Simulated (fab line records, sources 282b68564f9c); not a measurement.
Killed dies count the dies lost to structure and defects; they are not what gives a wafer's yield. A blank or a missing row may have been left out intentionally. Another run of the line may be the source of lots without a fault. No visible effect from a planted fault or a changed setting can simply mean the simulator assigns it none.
fab line records / flow rit-cmos
[record] lots = 6 wafers = 18 last-day = 7
route steps=202 shown PSD@143 SDANNEAL@153 M1@202
lots untouched by any fault: they come from a run of this same line in which no faults occurred
start-h: start of the lot's first displayed wafer, in hours after the record's first day / wait-h: hours from the lot's prior step to this one / " the same as in the row above / L1.1+2: a row that stands for several wafers / - no value, or no start given / * or withheld: withheld / < > ~ a bound
route shown NAME@n: names a module that has steps shown in the file, with the first one's number in the route / usual: mean and standard deviation over wafers with no fault / same: alike in all rows / chamber/n: place in a boat / sites: each site's reading / _std_site: their standard deviation / _edge_site: inner sites' mean taken away from outer sites' mean / radius-mm: how far each site lies from the wafer's centre / mask NAME#n: copy n / behind: the most recent tool/chamber to have shaped the wafer / hold: why the lot went on hold/how many hours it stayed there/how the hold came to an end / device: the n, p or np transistor that did not switch / end of line: the route-end tests of the same wafers / for a step that has no rows: nothing shown but its recipe / killed: at the first sort, the dies lost to defects and structure; wafer yield is something else / map: shows each die of a wafer: x if killed, . if not, _ if none is there
set.NAME: setting as actually run; set.NAME@STEP: the setting as run at that earlier step / model.NAME: the simulator's own value behind a step, which no gauge read
lots at selected steps of the route; one table per step, one row per wafer
services: when a tool's chamber went out of use (start-h, in hours from the record's first day, below 0 if earlier), for how many hours, and the reason
[[steps]]
[step RIT_PSD_COAT_01]
[recipe] resist = NOVOLAK spin-rpm = 3250 resist-thk-nm = 1000
[step RIT_PSD_SOFTBAKE_02]
[recipe] resist = NOVOLAK temp-c = 90 time-s = 60
[step RIT_PSD_EXPOSE_03]
[recipe] mask-id = M10 na = 0.57 target-cd-nm = 40900 dose-mj = 250
[step RIT_PSD_PEB_04]
[recipe] resist = NOVOLAK temp-c = withheld time-s = withheld
[step RIT_PSD_DEVELOP_05]
[recipe] resist = NOVOLAK develop-time-s = 50 dev-temp-c = 23
[step RIT_PSD_OVL_MEAS_06]
[usual] PSD_OVL = 0.1/1.2
lot.wafer=L485.1 tool=overlay-02 chamber=- start-h=73.15 wait-h=- PSD_OVL[nm]=-0.9
lot.wafer=L485.5 tool=overlay-02 chamber=- start-h=73.15 wait-h=- PSD_OVL[nm]=-1.1
lot.wafer=L485.6 tool=overlay-02 chamber=- start-h=73.15 wait-h=- PSD_OVL[nm]=-1.0
lot.wafer=L486.1 tool=overlay-02 chamber=- start-h=78.66 wait-h=- PSD_OVL[nm]=0.1
lot.wafer=L486.3 tool=overlay-02 chamber=- start-h=78.66 wait-h=- PSD_OVL[nm]=-1.1
lot.wafer=L486.6 tool=overlay-02 chamber=- start-h=78.66 wait-h=- PSD_OVL[nm]=0.8
lot.wafer=L499.3 tool=overlay-02 chamber=- start-h=143.17 wait-h=- PSD_OVL[nm]=1.8
lot.wafer=L499.5 tool=overlay-02 chamber=- start-h=143.17 wait-h=- PSD_OVL[nm]=1.6
lot.wafer=L499.6 tool=overlay-02 chamber=- start-h=143.17 wait-h=- PSD_OVL[nm]=-0.7
lot.wafer=L500.2 tool=overlay-02 chamber=- start-h=148.86 wait-h=- PSD_OVL[nm]=-0.8
lot.wafer=L500.3 tool=overlay-02 chamber=- start-h=148.86 wait-h=- PSD_OVL[nm]=0.0
lot.wafer=L500.6 tool=overlay-02 chamber=- start-h=148.86 wait-h=- PSD_OVL[nm]=0.5
lot.wafer=L502.2 tool=overlay-01 chamber=- start-h=160.72 wait-h=- PSD_OVL[nm]=1.3
lot.wafer=L502.3 tool=overlay-01 chamber=- start-h=160.72 wait-h=- PSD_OVL[nm]=2.5
lot.wafer=L502.5 tool=overlay-01 chamber=- start-h=160.72 wait-h=- PSD_OVL[nm]=1.1
lot.wafer=L503.1 tool=overlay-02 chamber=- start-h=164.67 wait-h=- PSD_OVL[nm]=0.8
lot.wafer=L503.3 tool=overlay-02 chamber=- start-h=164.67 wait-h=- PSD_OVL[nm]=-0.4
lot.wafer=L503.5 tool=overlay-02 chamber=- start-h=164.67 wait-h=- PSD_OVL[nm]=0.3
[step RIT_PSD_HARDBAKE_07]
[recipe] resist = NOVOLAK temp-c = 140 time-s = 60
[step RIT_PSD_IMPLANT_08]
[recipe] species = BF2 energy-kev = 27 dose-cm2 = 5e+15 tilt-deg = 7
[step RIT_PSD_STRIP_09]
[recipe] chemistry = O2 time-s = 180 resist = NOVOLAK platen-temp-c = withheld power-w = 500 pressure-mtorr = 4000 o2-flow-sccm = 4000
[usual] drypump-motor-current-A = 5.8/0.49
[same] time-s = 180
lot.wafer=L485.1 tool=plasma-asher-03 chamber=0 start-h=73.48 wait-h=0.1 drypump-motor-current-A=6.7 rf-hours-counter-h=46
lot.wafer=L485.5 tool=plasma-asher-03 chamber=0 start-h=73.48 wait-h=0.1 drypump-motor-current-A=6.7 rf-hours-counter-h=-
lot.wafer=L485.6 tool=plasma-asher-03 chamber=1 start-h=73.48 wait-h=0.1 drypump-motor-current-A=5.7 rf-hours-counter-h=-
lot.wafer=L486.1 tool=plasma-asher-04 chamber=1 start-h=79.00 wait-h=0.1 drypump-motor-current-A=5.7 rf-hours-counter-h=45
lot.wafer=L486.3 tool=plasma-asher-04 chamber=0 start-h=79.00 wait-h=0.1 drypump-motor-current-A=5.9 rf-hours-counter-h=-
lot.wafer=L486.6 tool=plasma-asher-04 chamber=1 start-h=79.00 wait-h=0.1 drypump-motor-current-A=5.7 rf-hours-counter-h=-
lot.wafer=L499.3 tool=plasma-asher-02 chamber=1 start-h=143.55 wait-h=0.1 drypump-motor-current-A=5.1 rf-hours-counter-h=-
lot.wafer=L499.5 tool=plasma-asher-02 chamber=0 start-h=143.55 wait-h=0.1 drypump-motor-current-A=6.2 rf-hours-counter-h=-
lot.wafer=L499.6 tool=plasma-asher-02 chamber=1 start-h=143.55 wait-h=0.1 drypump-motor-current-A=5.1 rf-hours-counter-h=-
lot.wafer=L500.2 tool=plasma-asher-02 chamber=0 start-h=149.19 wait-h=0.1 drypump-motor-current-A=6.1 rf-hours-counter-h=55
lot.wafer=L500.3 tool=plasma-asher-02 chamber=1 start-h=149.19 wait-h=0.1 drypump-motor-current-A=5.1 rf-hours-counter-h=-
lot.wafer=L500.6 tool=plasma-asher-02 chamber=0 start-h=149.19 wait-h=0.1 drypump-motor-current-A=6.1 rf-hours-counter-h=-
lot.wafer=L502.2 tool=plasma-asher-04 chamber=1 start-h=161.05 wait-h=0.1 drypump-motor-current-A=5.7 rf-hours-counter-h=4
lot.wafer=L502.3 tool=plasma-asher-04 chamber=1 start-h=161.05 wait-h=0.1 drypump-motor-current-A=5.7 rf-hours-counter-h=-
lot.wafer=L502.5 tool=plasma-asher-04 chamber=1 start-h=161.05 wait-h=0.1 drypump-motor-current-A=5.7 rf-hours-counter-h=-
lot.wafer=L503.1 tool=plasma-asher-02 chamber=1 start-h=165.02 wait-h=0.1 drypump-motor-current-A=5.2 rf-hours-counter-h=56
lot.wafer=L503.3 tool=plasma-asher-02 chamber=1 start-h=165.02 wait-h=0.1 drypump-motor-current-A=5.1 rf-hours-counter-h=-
lot.wafer=L503.5 tool=plasma-asher-02 chamber=0 start-h=165.02 wait-h=0.1 drypump-motor-current-A=6.2 rf-hours-counter-h=-
[step RIT_PSD_TW_MEAS_10]
[usual] PSD_TW = 3438/29
lot.wafer=L485.1 tool=film-metro-01 chamber=- start-h=73.66 wait-h=0.1 PSD_TW=3420
lot.wafer=L485.5 tool=film-metro-01 chamber=- start-h=73.66 wait-h=0.1 PSD_TW=3416
lot.wafer=L485.6 tool=film-metro-01 chamber=- start-h=73.66 wait-h=0.1 PSD_TW=3422
lot.wafer=L486.1 tool=film-metro-03 chamber=- start-h=79.17 wait-h=0.1 PSD_TW=3466
lot.wafer=L486.3 tool=film-metro-03 chamber=- start-h=79.17 wait-h=0.1 PSD_TW=3448
lot.wafer=L486.6 tool=film-metro-03 chamber=- start-h=79.17 wait-h=0.1 PSD_TW=3448
lot.wafer=L499.3 tool=film-metro-03 chamber=- start-h=143.69 wait-h=0.1 PSD_TW=3450
lot.wafer=L499.5 tool=film-metro-03 chamber=- start-h=143.69 wait-h=0.1 PSD_TW=3437
lot.wafer=L499.6 tool=film-metro-03 chamber=- start-h=143.69 wait-h=0.1 PSD_TW=3431
lot.wafer=L500.2 tool=film-metro-01 chamber=- start-h=149.38 wait-h=0.1 PSD_TW=3436
lot.wafer=L500.3 tool=film-metro-01 chamber=- start-h=149.38 wait-h=0.1 PSD_TW=3456
lot.wafer=L500.6 tool=film-metro-01 chamber=- start-h=149.38 wait-h=0.1 PSD_TW=3449
lot.wafer=L502.2 tool=film-metro-04 chamber=- start-h=161.23 wait-h=0.1 PSD_TW=3400
lot.wafer=L502.3 tool=film-metro-04 chamber=- start-h=161.23 wait-h=0.1 PSD_TW=3397
lot.wafer=L502.5 tool=film-metro-04 chamber=- start-h=161.23 wait-h=0.1 PSD_TW=3391
lot.wafer=L503.1 tool=film-metro-03 chamber=- start-h=165.20 wait-h=0.1 PSD_TW=3453
lot.wafer=L503.3 tool=film-metro-03 chamber=- start-h=165.20 wait-h=0.1 PSD_TW=3451
lot.wafer=L503.5 tool=film-metro-03 chamber=- start-h=165.20 wait-h=0.1 PSD_TW=3451
[step RIT_SDANNEAL_CLEAN_00]
[recipe] chemistry = SC1 mix = 3:3:50 time-s = 600 temp-c = 75
[step RIT_SDANNEAL_CLEAN_01]
[recipe] chemistry = dHF dilution = 50:1 time-s = 30
[step RIT_SDANNEAL_CLEAN_02]
[recipe] chemistry = SC2 mix = 3:3:50 time-s = 600 temp-c = 75 dry = n2-spin
[usual] bath-guard-temp-C = 75.3/0.44 run-length-s = 628/3.4
lot.wafer=L485.1 tool=wet-bench-01 chamber=3 start-h=73.91 wait-h=0.0 bath-guard-temp-C=74.6 run-length-s=626
lot.wafer=L485.5 tool=wet-bench-01 chamber=3 start-h=73.91 wait-h=0.0 bath-guard-temp-C=74.8 run-length-s=626
lot.wafer=L485.6 tool=wet-bench-01 chamber=3 start-h=73.91 wait-h=0.0 bath-guard-temp-C=74.4 run-length-s=626
lot.wafer=L486.1 tool=wet-bench-02 chamber=0 start-h=79.42 wait-h=0.0 bath-guard-temp-C=75.7 run-length-s=633
lot.wafer=L486.3 tool=wet-bench-02 chamber=0 start-h=79.42 wait-h=0.0 bath-guard-temp-C=75.7 run-length-s=633
lot.wafer=L486.6 tool=wet-bench-02 chamber=0 start-h=79.42 wait-h=0.0 bath-guard-temp-C=75.3 run-length-s=633
lot.wafer=L499.3 tool=wet-bench-01 chamber=1 start-h=143.93 wait-h=0.0 bath-guard-temp-C=75.9 run-length-s=559
lot.wafer=L499.5 tool=wet-bench-01 chamber=1 start-h=143.93 wait-h=0.0 bath-guard-temp-C=75.7 run-length-s=559
lot.wafer=L499.6 tool=wet-bench-01 chamber=1 start-h=143.93 wait-h=0.0 bath-guard-temp-C=75.5 run-length-s=559
lot.wafer=L500.2 tool=wet-bench-01 chamber=0 start-h=149.63 wait-h=0.0 bath-guard-temp-C=75.8 run-length-s=559
lot.wafer=L500.3 tool=wet-bench-01 chamber=0 start-h=149.63 wait-h=0.0 bath-guard-temp-C=75.3 run-length-s=559
lot.wafer=L500.6 tool=wet-bench-01 chamber=0 start-h=149.63 wait-h=0.0 bath-guard-temp-C=75.4 run-length-s=559
lot.wafer=L502.2 tool=wet-bench-02 chamber=1 start-h=161.49 wait-h=0.0 bath-guard-temp-C=75.2 run-length-s=633
lot.wafer=L502.3 tool=wet-bench-02 chamber=1 start-h=161.49 wait-h=0.0 bath-guard-temp-C=75.2 run-length-s=633
lot.wafer=L502.5 tool=wet-bench-02 chamber=1 start-h=161.49 wait-h=0.0 bath-guard-temp-C=75.3 run-length-s=633
lot.wafer=L503.1 tool=wet-bench-04 chamber=2 start-h=165.47 wait-h=0.0 bath-guard-temp-C=74.9 run-length-s=633
lot.wafer=L503.3 tool=wet-bench-04 chamber=2 start-h=165.47 wait-h=0.0 bath-guard-temp-C=75.4 run-length-s=633
lot.wafer=L503.5 tool=wet-bench-04 chamber=2 start-h=165.47 wait-h=0.0 bath-guard-temp-C=75.2 run-length-s=633
[step RIT_SDANNEAL_RTA_03]
[recipe] temp-c = 1050 time-s = 5 idle-temp-c = 600 ramp-up-c-per-s = 342 ramp-down-c-per-s = 171 cool-to-c = 600 ambient = N2
[usual] wafer_temp_C_max = 1053.4/1.1
[same] time-s = 5
lot.wafer=L485.1 tool=rtp-anneal-01 chamber=0 start-h=74.08 wait-h=0.0 wafer_temp_C_max=1053.3
lot.wafer=L485.5 tool=rtp-anneal-01 chamber=0 start-h=74.08 wait-h=0.0 wafer_temp_C_max=1053.4
lot.wafer=L485.6 tool=rtp-anneal-01 chamber=0 start-h=74.08 wait-h=0.0 wafer_temp_C_max=1052.0
lot.wafer=L486.1 tool=rtp-anneal-02 chamber=0 start-h=79.61 wait-h=0.0 wafer_temp_C_max=1053.1
lot.wafer=L486.3 tool=rtp-anneal-02 chamber=0 start-h=79.61 wait-h=0.0 wafer_temp_C_max=1054.4
lot.wafer=L486.6 tool=rtp-anneal-02 chamber=0 start-h=79.61 wait-h=0.0 wafer_temp_C_max=1054.8
lot.wafer=L499.3 tool=rtp-anneal-01 chamber=0 start-h=144.13 wait-h=0.0 wafer_temp_C_max=1052.6
lot.wafer=L499.5 tool=rtp-anneal-01 chamber=0 start-h=144.13 wait-h=0.0 wafer_temp_C_max=1053.6
lot.wafer=L499.6 tool=rtp-anneal-01 chamber=0 start-h=144.13 wait-h=0.0 wafer_temp_C_max=1054.2
lot.wafer=L500.2 tool=rtp-anneal-02 chamber=0 start-h=149.82 wait-h=0.0 wafer_temp_C_max=1052.6
lot.wafer=L500.3 tool=rtp-anneal-02 chamber=0 start-h=149.82 wait-h=0.0 wafer_temp_C_max=1055.3
lot.wafer=L500.6 tool=rtp-anneal-02 chamber=0 start-h=149.82 wait-h=0.0 wafer_temp_C_max=1052.8
lot.wafer=L502.2 tool=rtp-anneal-02 chamber=0 start-h=161.69 wait-h=0.0 wafer_temp_C_max=1052.9
lot.wafer=L502.3 tool=rtp-anneal-02 chamber=0 start-h=161.69 wait-h=0.0 wafer_temp_C_max=1055.3
lot.wafer=L502.5 tool=rtp-anneal-02 chamber=0 start-h=161.69 wait-h=0.0 wafer_temp_C_max=1054.2
lot.wafer=L503.1 tool=rtp-anneal-01 chamber=0 start-h=165.66 wait-h=0.0 wafer_temp_C_max=1054.2
lot.wafer=L503.3 tool=rtp-anneal-01 chamber=0 start-h=165.66 wait-h=0.0 wafer_temp_C_max=1053.2
lot.wafer=L503.5 tool=rtp-anneal-01 chamber=0 start-h=165.66 wait-h=0.0 wafer_temp_C_max=1052.5
[step RIT_M1_PROBE_99]
[usual] killed-at-contacts = 0.1/0.26 killed-at-front-end = 7.5/2.8 killed-dies = 7.6/2.8 killed-open = 3.9/2.1 killed-short = 3.7/1.7
[same] gross-dies = 264 killed_at_M0_to_M3 = 0 killed_at_M4_up = 0 killed-at-back-side = 0 killed-at-other = 0
lot.wafer=L485.1 tool=prober-02 chamber=- start-h=81.52 wait-h=0.1 killed-at-contacts=0 killed-at-front-end=9 killed-dies=9 killed-open=6 killed-short=3
lot.wafer=L485.5 tool=prober-02 chamber=- start-h=81.72 wait-h=0.2 killed-at-contacts=0 killed-at-front-end=10 killed-dies=10 killed-open=6 killed-short=4
lot.wafer=L485.6 tool=prober-02 chamber=- start-h=81.77 wait-h=0.2 killed-at-contacts=0 killed-at-front-end=6 killed-dies=6 killed-open=3 killed-short=3
lot.wafer=L486.1 tool=prober-01 chamber=- start-h=86.98 wait-h=0.1 killed-at-contacts=0 killed-at-front-end=11 killed-dies=11 killed-open=5 killed-short=4
lot.wafer=L486.3 tool=prober-01 chamber=- start-h=87.08 wait-h=0.2 killed-at-contacts=0 killed-at-front-end=14 killed-dies=14 killed-open=9 killed-short=5
lot.wafer=L486.6 tool=prober-01 chamber=- start-h=87.23 wait-h=0.2 killed-at-contacts=0 killed-at-front-end=6 killed-dies=6 killed-open=1 killed-short=5
lot.wafer=L499.3 tool=prober-02 chamber=- start-h=151.71 wait-h=0.2 killed-at-contacts=0 killed-at-front-end=6 killed-dies=6 killed-open=4 killed-short=2
lot.wafer=L499.5 tool=prober-02 chamber=- start-h=151.81 wait-h=0.2 killed-at-contacts=0 killed-at-front-end=10 killed-dies=10 killed-open=8 killed-short=2
lot.wafer=L499.6 tool=prober-02 chamber=- start-h=151.86 wait-h=0.2 killed-at-contacts=0 killed-at-front-end=9 killed-dies=9 killed-open=3 killed-short=6
lot.wafer=L500.2 tool=prober-01 chamber=- start-h=158.47 wait-h=0.1 killed-at-contacts=0 killed-at-front-end=5 killed-dies=5 killed-open=3 killed-short=2
lot.wafer=L500.3 tool=prober-01 chamber=- start-h=158.52 wait-h=0.2 killed-at-contacts=0 killed-at-front-end=13 killed-dies=13 killed-open=9 killed-short=4
lot.wafer=L500.6 tool=prober-01 chamber=- start-h=158.67 wait-h=0.2 killed-at-contacts=0 killed-at-front-end=5 killed-dies=5 killed-open=3 killed-short=2
lot.wafer=L502.2 tool=prober-01 chamber=- start-h=169.53 wait-h=0.1 killed-at-contacts=0 killed-at-front-end=12 killed-dies=12 killed-open=6 killed-short=5
lot.wafer=L502.3 tool=prober-01 chamber=- start-h=169.58 wait-h=0.2 killed-at-contacts=0 killed-at-front-end=3 killed-dies=3 killed-open=2 killed-short=1
lot.wafer=L502.5 tool=prober-01 chamber=- start-h=169.68 wait-h=0.2 killed-at-contacts=0 killed-at-front-end=11 killed-dies=11 killed-open=6 killed-short=5
lot.wafer=L503.1 tool=prober-02 chamber=- start-h=173.53 wait-h=0.1 killed-at-contacts=0 killed-at-front-end=8 killed-dies=8 killed-open=5 killed-short=3
lot.wafer=L503.3 tool=prober-02 chamber=- start-h=173.63 wait-h=0.2 killed-at-contacts=0 killed-at-front-end=7 killed-dies=7 killed-open=3 killed-short=4
lot.wafer=L503.5 tool=prober-02 chamber=- start-h=173.73 wait-h=0.2 killed-at-contacts=1 killed-at-front-end=11 killed-dies=12 killed-open=7 killed-short=5
// killed by level:class
L485.1 SILICIDE:geometric-particle:open=3 GATE:geometric-particle:open=2 FOX1:geometric-particle:open=1 GATE:geometric-particle:short=1 REOX:geometric-particle:short=1 SPACER:geometric-particle:short=1
L485.5 GATE:geometric-particle:open=3 SPACER:geometric-particle:short=2 SPACER:geometric-particle:open=2 FOX1:geometric-particle:short=1 GATE:geometric-particle:short=1 REOX:geometric-particle:open=1
L485.6 GATE:geometric-particle:open=2 GATE:geometric-particle:short=1 SPACER:geometric-particle:short=1 SILICIDE:geometric-particle:short=1 SILICIDE:geometric-particle:open=1
L486.1 GATE:geometric-particle:open=2 REOX:geometric-particle:short=2 FOX1:geometric-particle:open=1 FOX2:geometric-particle:open=1 SPACER:geometric-particle:open=1 SPACER:geometric-particle:short=1 SILICIDE:geometric-particle:short=1 NRETRO:coat-microbubble-printed=1
L486.3 FOX2:geometric-particle:open=3 GATE:geometric-particle:short=2 SPACER:geometric-particle:open=2 SILICIDE:geometric-particle:open=2 FOX2:geometric-particle:short=1 GATE:geometric-particle:open=1 REOX:geometric-particle:open=1 REOX:geometric-particle:short=1
L486.6 FOX1:geometric-particle:short=2 GATE:geometric-particle:short=1 SPACER:geometric-particle:short=1 SPACER:geometric-particle:open=1 SILICIDE:geometric-particle:short=1
L499.3 GATE:geometric-particle:open=2 FOX1:geometric-particle:short=1 FOX1:geometric-particle:open=1 GATE:geometric-particle:short=1 SPACER:geometric-particle:open=1
L499.5 FOX1:geometric-particle:open=3 GATE:geometric-particle:open=2 SPACER:geometric-particle:open=2 FOX2:geometric-particle:short=1 FOX2:geometric-particle:open=1 GATE:geometric-particle:short=1
L499.6 GATE:geometric-particle:short=2 SPACER:geometric-particle:short=2 FOX1:geometric-particle:short=1 FOX1:geometric-particle:open=1 GATE:geometric-particle:open=1 SPACER:geometric-particle:open=1 SILICIDE:geometric-particle:short=1
L500.2 GATE:geometric-particle:open=3 GATE:geometric-particle:short=2
L500.3 GATE:geometric-particle:open=7 GATE:geometric-particle:short=3 FOX2:geometric-particle:open=2 FOX2:geometric-particle:short=1
L500.6 GATE:geometric-particle:open=2 GATE:geometric-particle:short=1 REOX:geometric-particle:open=1 SILICIDE:geometric-particle:short=1
L502.2 FOX1:geometric-particle:open=2 GATE:geometric-particle:open=2 SPACER:geometric-particle:short=2 FOX1:geometric-particle:short=1 FOX2:geometric-particle:short=1 REOX:geometric-particle:short=1 SPACER:geometric-particle:open=1 SILICIDE:geometric-particle:open=1
L502.3 FOX1:geometric-particle:short=1 FOX1:geometric-particle:open=1 SPACER:geometric-particle:open=1
L502.5 FOX1:geometric-particle:open=2 GATE:geometric-particle:open=2 GATE:geometric-particle:short=2 FOX1:geometric-particle:short=1 FOX2:geometric-particle:short=1 REOX:geometric-particle:short=1 SPACER:geometric-particle:open=1 SILICIDE:geometric-particle:open=1
L503.1 GATE:geometric-particle:open=4 FOX2:geometric-particle:short=1 GATE:geometric-particle:short=1 SILICIDE:geometric-particle:open=1 SILICIDE:geometric-particle:short=1
L503.3 GATE:geometric-particle:open=3 GATE:geometric-particle:short=2 SILICIDE:geometric-particle:short=2
L503.5 SPACER:geometric-particle:open=3 GATE:geometric-particle:open=2 GATE:geometric-particle:short=2 FOX1:geometric-particle:short=1 REOX:geometric-particle:short=1 REOX:geometric-particle:open=1 SPACER:geometric-particle:short=1 CONTACT:geometric-particle:open=1
[[services]]
tool=plasma-asher-04 chamber=- start-h=108.75 hours=9.0 kind=pm
tool=plasma-asher-04 chamber=0 start-h=108.75 hours=9.0 kind=vent-cycle
tool=plasma-asher-04 chamber=1 start-h=108.75 hours=9.0 kind=vent-cycle
tool=plasma-asher-04 chamber=0 start-h=117.75 hours=- kind=clean
tool=plasma-asher-04 chamber=1 start-h=117.75 hours=- kind=clean
tool=plasma-asher-03 chamber=- start-h=132.28 hours=2.8 kind=pm
[[key]]
[first-sign] step = RIT_SDANNEAL_CLEAN_02 reading = run-length-s direction = down sigmas = 20 usual = * struck = *
effect none on later readings
met-at RIT_SDANNEAL_CLEAN_02
struck-wafers L499.3,L499.5,L499.6,L500.2,L500.3,L500.6
tester-left-out L499,L500
onset-between 73.91 143.93
[fault] kind = process-parameter-drift tool = wet-bench-01 chamber = - onset-h = 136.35 steps = RIT_SDANNEAL_CLEAN_02 channel = time-s offset = * shape = step end-h = 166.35 acts-in = * stated = *
// tester-left-out: of these lots the tester's yield and bins aren't shown, on N5 and GAA mostly nor the transistor test; their killed dies are dies lost to structure and defects alone, not to doping, threshold or leakage, so they don't give the yield
